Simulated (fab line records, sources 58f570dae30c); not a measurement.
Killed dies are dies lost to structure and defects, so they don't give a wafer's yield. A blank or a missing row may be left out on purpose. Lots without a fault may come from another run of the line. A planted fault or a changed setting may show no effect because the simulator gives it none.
fab line records | flow berkeley_cmos170
record lots=7 wafers=21 last_day=11
route steps=331 shown NWELL@27 PWELL@34
lots that met no fault: from a run of the same line without faults
start_h: hours from the record's first day to the start of the lot's first wafer shown | wait_h: hours since the lot's step before | " the same as in the row above | L1.1+2: a row that stands for several wafers | - no value, or no start given | * or withheld: withheld | < > ~ a bound
route shown NAME@n: a module of which the file shows steps, and the number in the route of the first | usual: mean/standard deviation of fault-free wafers | same: alike in all rows | chamber/n: place in a boat | sites: the reading at each site | _std_site: their standard deviation | _edge_site: outer sites' mean less inner sites' | radius_mm: how far each site lies from the wafer's centre | mask NAME#n: copy n | behind: the tool/chamber that last shaped the wafer | hold: why the lot was held/for how many hours/how that ended | device: the transistor (n, p or np) that didn't switch | end of line: the same wafers' tests at the end of the route | a step without rows: its recipe alone | killed: dies lost to structure and defects at the first sort, not the wafer's yield | map: a wafer's dies, x killed, . not, _ none there
set.NAME: the setting as run; set.NAME@STEP: as run at that earlier step | model.NAME: the simulator's own value behind a step, which no gauge read
lots at some steps of the route; a table a step, a row a wafer
services: from which hour (start_h, from the record's first day; less than 0 if before it) a tool's chamber was out of use, for how many hours, and why
## steps
# step UCB170_NWELL_ETCH_13
# recipe chemistry=CH3F/Ar/O2 target=Si3N4 stop_on=SiO2 CH3F_flow_sccm=20 Ar_flow_sccm=50 O2_flow_sccm=7 pressure_mtorr=50 rf_w=450 target_depth_a=2464 over_etch_frac=0.1 time_s=154
# usual drypump_motor_current_A=6.0/0.45 oes_product_au=0.939/0.013 throttle_valve_pct=8.01/0.13
# columns lot.wafer tool chamber start_h wait_h drypump_motor_current_A oes_product_au rf_hours_counter_h throttle_valve_pct
L957.1 rie_diel-01 1 35.70 0.0 5.8 0.935 14 8.00
L957.3 " 3 " " 6.5 0.932 57 8.07
L957.4 " 2 " " 6.4 0.929 97 7.89
L960.2 rie_diel-01 2 49.03 0.0 6.4 0.931 98 7.91
L960.3 " 3 " " 6.5 0.931 58 8.08
L960.4 " 1 " " 5.8 0.937 15 8.01
L963.3 rie_diel-04 2 64.27 0.0 6.0 0.951 154 7.89
L963.4 " 3 " " 5.5 0.938 12 7.95
L963.6 " 0 " " 6.7 0.945 - 8.18
L967.1 rie_diel-02 0 85.11 0.0 6.4 0.957 69 7.99
L967.4 " 3 " " 6.0 0.909 2 7.82
L967.6 " 1 " " 6.5 0.918 - 7.89
L968.2 rie_diel-04 1 89.77 0.0 5.5 0.945 5 8.10
L968.5 " 3 " " 5.5 0.942 - 7.93
L968.6 " 2 " " 6.0 0.943 - 7.87
L969.1 rie_diel-02 2 98.65 0.0 5.5 0.933 125 8.25
L969.3 " 1 " " 6.5 0.920 106 7.91
L969.4 " 3 " " 6.0 0.915 3 7.83
L977.1 rie_diel-04 3 132.31 0.0 5.4 0.944 16 7.95
L977.3 " 1 " " 5.5 0.947 7 8.12
L977.5 " 0 " " 6.7 0.949 - 8.20
# step UCB170_NWELL_IMPLANT_14
# recipe species=P dose_cm2=1e+13 energy_kev=150 tilt_deg=7
# step UCB170_NWELL_STRIP_15
# recipe chemistry=O2 power_w=400 pressure_mtorr=3500 platen_temp_c=withheld o2_flow_sccm=400 overash_fraction=0.5
# usual drypump_motor_current_A=5.9/0.5 oes_product_au=0.720/0.0048 strip_time_to_endpoint_s=18.04/0.065
# columns lot.wafer tool chamber start_h wait_h drypump_motor_current_A oes_product_au rf_hours_counter_h strip_time_to_endpoint_s
L957.1 plasma_asher-02 1 35.96 0.1 5.8 0.713 31 18.03
L957.3 " 1 " " 5.8 0.725 - 18.00
L957.4 " 0 " " 6.3 0.716 - 18.00
L960.2 plasma_asher-02 1 49.29 0.1 5.8 0.716 33 18.02
L960.3 " 0 " " 6.3 0.720 - 17.87
L960.4 " 1 " " 5.8 0.724 - 18.01
L963.3 plasma_asher-02 0 64.56 0.1 6.3 0.716 - 18.06
L963.4 " 1 " " 5.8 0.719 - 18.13
L963.6 " 0 " " 6.4 0.720 - 18.07
L967.1 plasma_asher-02 1 85.36 0.1 5.8 0.723 37 18.12
L967.4 " 0 " " 6.3 0.725 - 18.21
L967.6 " 0 " " 6.4 0.713 - 18.03
L968.2 plasma_asher-01 1 90.02 0.1 6.6 0.726 34 18.05
L968.5 " 0 " " 5.2 0.723 - 18.04
L968.6 " 1 " " 6.6 0.724 - 18.01
L969.1 plasma_asher-03 1 98.90 0.1 5.6 0.727 39 18.08
L969.3 " 1 " " 5.6 0.724 - 18.00
L969.4 " 0 " " 5.6 0.720 - 18.02
L977.1 plasma_asher-01 1 132.56 0.1 6.6 0.725 40 18.12
L977.3 " 1 " " 6.6 0.725 - 17.98
L977.5 " 0 " " 5.3 0.735 - 18.07
# step UCB170_NWELL_TW_MEAS_16
# usual NWELL_TW=1251/11
# columns lot.wafer tool chamber start_h wait_h NWELL_TW
L957.1 film_metro-03 - 36.06 0.1 1237
L957.3 " - " " 1235
L957.4 " - " " 1235
L960.2 film_metro-03 - 49.40 0.1 1244
L960.3 " - " " 1248
L960.4 " - " " 1240
L963.3 film_metro-04 - 64.64 0.1 1246
L963.4 " - " " 1249
L963.6 " - " " 1244
L967.1 film_metro-04 - 85.46 0.1 1247
L967.4 " - " " 1243
L967.6 " - " " 1237
L968.2 film_metro-03 - 90.13 0.1 1251
L968.5 " - " " 1243
L968.6 " - " " 1241
L969.1 film_metro-02 - 99.00 0.1 1269
L969.3 " - " " 1270
L969.4 " - " " 1272
L977.1 film_metro-03 - 132.66 0.1 1248
L977.3 " - " " 1256
L977.5 " - " " 1244
# step UCB170_NWELL_CLEAN_17
# recipe chemistry=SPM temp_c=120 time_s=600
# step UCB170_NWELL_WET_ETCH_18
# recipe chemistry=H3PO4 target=Si3N4 temp_c=160 time_s=14400
# step UCB170_NWELL_WET_ETCH_19
# recipe chemistry=BOE dilution=5:1 target=SiO2 temp_c=25 time_s=22
# step UCB170_PWELL_CLEAN_00
# recipe chemistry=SPM temp_c=120 time_s=600
# step UCB170_PWELL_CLEAN_01
# recipe chemistry=dHF dilution=25:1 time_s=60
# step UCB170_PWELL_OXIDATION_02
# recipe temp_c=1000 ambient=O2 target_thk_a=264 ox_time_s=1226
# step UCB170_PWELL_THK_MEAS_03
# recipe reads=SiO2_of_PWELL_OXIDATION_02
# usual PWELL_OXIDE_THK=25.7/0.46
# columns lot.wafer tool chamber start_h wait_h PWELL_OXIDE_THK[nm]
L957.1 film_metro-02 - 48.06 0.0 25.2
L957.3 " - " " 25.3
L957.4 " - " " 25.0
L960.2 film_metro-01 - 57.78 0.0 26.0
L960.3 " - " " 25.8
L960.4 " - " " 25.7
L963.3 film_metro-03 - 72.29 0.0 26.3
L963.4 " - " " 26.0
L963.6 " - " " 26.2
L967.1 film_metro-01 - 94.59 0.0 25.5
L967.4 " - " " 25.5
L967.6 " - " " 25.3
L968.2 film_metro-01 - 98.65 0.0 24.4
L968.5 " - " " 25.2
L968.6 " - " " 25.1
L969.1 film_metro-01 - 105.46 0.0 25.7
L969.3 " - " " 25.9
L969.4 " - " " 26.5
L977.1 film_metro-03 - 141.11 0.0 26.3
L977.3 " - " " 26.3
L977.5 " - " " 26.0
# step UCB170_PWELL_ANNEAL_04
# recipe temp_c=1000 time_s=900 ambient=N2
# step UCB170_PWELL_CVD_05
# recipe material=Si3N4 target_thk_nm=220 temp_c=800 precursor=SiH2Cl2/NH3 time_s=3300 pressure_mtorr=200 sih2cl2_flow_sccm=25 nh3_flow_sccm=75
# usual nh3_flow_sccm=75.06/0.23
# columns lot.wafer tool chamber start_h wait_h nh3_flow_sccm
L957.1 lpcvd-01 0 52.66 0.0 74.84
L957.3 " 0 " " 75.45
L957.4 " 0 " " 75.39
L960.2 lpcvd-02 1 61.49 0.0 75.05
L960.3 " 1 " " 75.17
L960.4 " 1 " " 75.11
L963.3 lpcvd-01 0 76.09 0.7 75.08
L963.4 " 0 " " 75.49
L963.6 " 0 " " 75.36
L963.3 lpcvd-02 0 79.07 1.1 75.26
L963.4 " 0 " " 74.92
L963.6 " 0 " " 75.21
L967.1 lpcvd-01 1 98.36 0.0 74.93
L967.4 " 1 " " 74.65
L967.6 " 1 " " 74.95
L967.1 lpcvd-02 1 102.16 0.9 75.02
L967.4 " 1 " " 75.08
L967.6 " 1 " " 75.24
L968.2 lpcvd-02 1 102.16 0.9 75.03
L968.5 " 1 " " 74.61
L968.6 " 1 " " 74.99
L969.1 lpcvd-02 1 109.44 1.1 75.29
L969.3 " 1 " " 75.49
L969.4 " 1 " " 75.06
L969.1 lpcvd-02 1 111.52 0.2 74.43
L969.3 " 1 " " 75.00
L969.4 " 1 " " 74.92
L977.1 lpcvd-02 0 146.28 0.0 74.84
L977.3 " 0 " " 75.19
L977.5 " 0 " " 75.08
# step UCB170_PWELL_THK_MEAS_06
# recipe reads=Si3N4_of_PWELL_CVD_05
# usual PWELL_NITRIDE_THK=220.4/2.2
# columns lot.wafer tool chamber start_h wait_h PWELL_NITRIDE_THK[nm]
L957.1 film_metro-03 - 54.58 0.0 220.6
L957.3 " - " " 221.5
L957.4 " - " " 221.0
L960.2 film_metro-01 - 63.42 0.0 217.8
L960.3 " - " " 219.6
L960.4 " - " " 220.0
L963.3 film_metro-03 - 81.01 0.0 446.7
L963.4 " - " " 446.1
L963.6 " - " " 447.2
L968.2 film_metro-02 - 104.09 0.0 224.3
L968.5 " - " " 224.8
L968.6 " - " " 223.5
L967.1 film_metro-03 - 105.78 0.7 441.3
L967.4 " - " " 442.8
L967.6 " - " " 444.9
L969.1 film_metro-02 - 113.44 0.0 439.5
L969.3 " - " " 442.8
L969.4 " - " " 440.0
L977.1 film_metro-02 - 148.19 0.0 216.3
L977.3 " - " " 217.8
L977.5 " - " " 217.2
# step UCB170_PWELL_HMDS_07
# recipe prime_time_s=60 prime_temp_c=100
# step UCB170_PWELL_COAT_08
# recipe resist=KrF spin_rpm=1500 resist_thk_nm=900
# step UCB170_PWELL_SOFTBAKE_09
# recipe resist=KrF temp_c=130 time_s=60
# step UCB170_PWELL_EXPOSE_10
# recipe mask_id=PWELL target_cd_nm=3000 na=0.5 sigma_outer=0.6 source_shape=conventional dose_mj=19
# step UCB170_PWELL_PEB_11
# recipe peb_temp_c=130 peb_time_s=withheld resist=KrF
# step UCB170_PWELL_DEVELOP_12
# recipe developer=TMAH develop_time_s=45 resist=KrF dev_temp_c=21
# step UCB170_PWELL_OVL_MEAS_13
# usual PWELL_OVL=-1/6
# columns lot.wafer tool chamber start_h wait_h PWELL_OVL[nm]
L957.1 overlay-01 - 55.50 - 0
L957.3 " - " " 2
L957.4 " - " " 1
L960.2 overlay-02 - 64.86 - 7
L960.3 " - " " 4
L960.4 " - " " 8
L963.3 overlay-02 - 82.23 - 1
L963.4 " - " " -13
L963.6 " - " " -7
L968.2 overlay-01 - 105.38 - 1
L968.5 " - " " -2
L968.6 " - " " 2
L967.1 overlay-02 - 106.92 - -5
L967.4 " - " " -9
L967.6 " - " " -5
L969.1 overlay-01 - 114.50 - 3
L969.3 " - " " -3
L969.4 " - " " -1
L977.1 overlay-01 - 149.09 - 14
L977.3 " - " " 12
L977.5 " - " " 11
# step UCB170_PWELL_ETCH_14
# recipe chemistry=CH3F/Ar/O2 target=Si3N4 stop_on=SiO2 CH3F_flow_sccm=20 Ar_flow_sccm=50 O2_flow_sccm=7 pressure_mtorr=50 rf_w=450 target_depth_a=2420 over_etch_frac=0.1 time_s=151
# usual drypump_motor_current_A=6.0/0.42 oes_product_au=0.936/0.015 throttle_valve_pct=8.05/0.14
# columns lot.wafer tool chamber start_h wait_h drypump_motor_current_A oes_product_au rf_hours_counter_h throttle_valve_pct model.etch.depth_nm
L957.1 rie_diel-02 0 55.54 0.0 6.4 0.944 68 7.98 220.4
L957.3 " 2 " " 5.5 0.938 123 8.24 221.3
L957.4 " 1 " " 6.5 0.925 104 7.89 221
L960.2 rie_diel-01 0 64.89 0.0 5.7 0.921 112 8.23 217.8
L960.3 " 2 " " 6.5 0.935 98 7.89 219.5
L960.4 " 3 " " 6.5 0.929 59 8.07 219.7
L963.3 rie_diel-02 0 82.31 0.1 6.4 1.001 69 8.00 240.1
L963.4 " 1 " " 6.5 0.972 105 7.90 241.7
L963.6 " 3 " " 6.0 0.964 - 7.82 239
L968.2 rie_diel-01 0 105.41 0.0 5.7 0.949 114 8.25 224.4
L968.5 " 3 " " 6.5 0.948 - 8.06 224.7
L968.6 " 2 " " 6.4 0.941 - 7.90 223.5
L967.1 rie_diel-03 1 107.08 0.2 5.3 0.999 33 8.14 241.3
L967.4 " 3 " " 5.3 0.983 42 8.06 242.5
L967.6 " 1 " " 5.3 1.005 - 8.14 240.8
L969.1 rie_diel-03 2 114.53 0.0 6.2 1.022 148 8.21 245.4
L969.3 " 0 " " 5.8 1.019 135 8.16 242.8
L969.4 " 1 " " 5.3 1.007 34 8.14 244.5
L977.1 rie_diel-02 3 149.13 0.0 6.0 0.898 5 7.84 216.2
L977.3 " 2 " " 5.5 0.932 127 8.24 217.8
L977.5 " 1 " " 6.5 0.908 - 7.90 217.3
# step UCB170_PWELL_IMPLANT_15
# recipe species=B dose_cm2=5e+12 energy_kev=60 tilt_deg=7
## services
# columns tool chamber start_h hours kind
lpcvd-01 - 14.36 6.0 pm
rie_diel-01 0 21.41 8.1 repair
rie_diel-03 3 29.21 5.0 repair
rie_diel-04 0 78.64 7.2 repair
rie_diel-02 1 85.95 2.5 repair
plasma_asher-03 - 108.84 9.0 pm
plasma_asher-03 0 108.84 9.0 vent_cycle
plasma_asher-03 1 108.84 9.0 vent_cycle
plasma_asher-03 0 117.84 - clean
plasma_asher-03 1 117.84 - clean
rie_diel-04 2 128.92 - clean
rie_diel-04 2 128.92 18.5 scheduled_down
rie_diel-04 2 128.92 18.5 vent_cycle
plasma_asher-01 - 129.76 0.6 repair
## key
first_sign step=UCB170_PWELL_CVD_05 reading=visit direction=added
effect step=UCB170_PWELL_THK_MEAS_06 reading=PWELL_NITRIDE_THK direction=up sigmas=99+ usual=220.4 struck=443.5
effect step=UCB170_PWELL_ETCH_14 reading=oes_product_au direction=up sigmas=4.1 usual=0.936 struck=0.997
model_effect step=UCB170_PWELL_ETCH_14 value=etch.depth_nm without=220.9 struck=242
met_at UCB170_PWELL_CVD_05
struck_wafers L963.3,L963.4,L963.6,L967.1,L967.4,L967.6,L969.1,L969.3,L969.4
later_rows_left_out L963.3,L963.4,L963.6,L967.1,L967.4,L967.6,L969.1,L969.3,L969.4
sort_left_out L963.3,L963.4,L963.6,L967.1,L967.4,L967.6,L969.1,L969.3,L969.4
tester_left_out L963,L967,L969
fault kind=repeated_step_whole tool=lpcvd-01,lpcvd-02 chamber=- onset_h=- steps=UCB170_PWELL_CVD_05 times=1 scope=struck_lots_only
# tester_left_out: of these lots the tester's yield and bins aren't shown, on N5 and GAA mostly nor the transistor test; their killed dies are dies lost to structure and defects alone, not to doping, threshold or leakage, so they don't give the yield
# sort_left_out: the simulated sort isn't trusted on such a fault, so these wafers' sort isn't shown, and their yield isn't known
# later_rows_left_out: the simulator's readings of these wafers behind a module that went badly wrong aren't trusted and aren't shown, but for the sort
